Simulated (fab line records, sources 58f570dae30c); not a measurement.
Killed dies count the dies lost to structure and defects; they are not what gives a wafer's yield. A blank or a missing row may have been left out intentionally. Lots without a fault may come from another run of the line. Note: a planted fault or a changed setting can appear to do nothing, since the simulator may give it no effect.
Which of the tools did it? ; flow berkeley cmos170 ; Sampling: 7 lots, 21 wafers, 2 of 331 route steps

== WHAT THE GAUGES READ, wafer by wafer ==
UCB170_NVT_TW_MEAS_09.
lot;measured;on;NVT_TW
L460;day 6 18:02;film metro-02;591 591 588
L463;day 7 03:41;film metro-04;515 517 517
L465;day 7 19:50;film metro-01;524 525 525
L470;day 8 16:44;film metro-04;521 522 522
L474;day 9 16:32;film metro-01;525 523 524
L476;day 10 01:08;film metro-02;536 533 535
L478;day 10 08:01;film metro-01;530 531 529

== WHAT TOOL EACH LOT RAN ON (gives the tool, then ch and the chambers of the sampled wafers, and finally the start) ==
lot;UCB170_NVT_IMPLANT_07
L460;implanter-04 ch 0, day 6 17:47
L463;implanter-02 ch 0, day 7 03:26
L465;implanter-02 ch 0, day 7 19:35
L470;implanter-02 ch 0, day 8 16:29
L474;implanter-04 ch 0, day 9 16:17
L476;implanter-02 ch 0, day 10 00:50
L478;implanter-03 ch 0, day 10 07:49
- UCB170_NVT_IMPLANT_07

== THE ANSWER, worked out from the rows above alone ==
Rule: the usual values come from the lots themselves. Put in order of their means at a reading, lots are off if they are a third of the lots or fewer, leave a main group of 4 or more, and stand apart from it by a gap of 3 or more times the standard deviation of the main group's means; of several such gaps the widest counts. A main group whose means are all the same, to the digits that the tables above print for the reading, isn't used. A lot without any number at a reading at which 4 lots or more have one is off too. Where the step has rows for the other lots, those lots are counted as sound.
Off: L460, at UCB170_NVT_TW_MEAS_09 (NVT_TW). For the main group the mean is 525 and the standard deviation 5.9.
If a tool, at a process step before that reading, ran all the lots that are off and no sound lot after the first of them, it fits. Gauges at UCB170_NVT_TW_MEAS_09: tried the same way as those tools. No candidate that was tried fits.

== WHAT HAD BEEN PUT IN BY THE SIMULATOR ==
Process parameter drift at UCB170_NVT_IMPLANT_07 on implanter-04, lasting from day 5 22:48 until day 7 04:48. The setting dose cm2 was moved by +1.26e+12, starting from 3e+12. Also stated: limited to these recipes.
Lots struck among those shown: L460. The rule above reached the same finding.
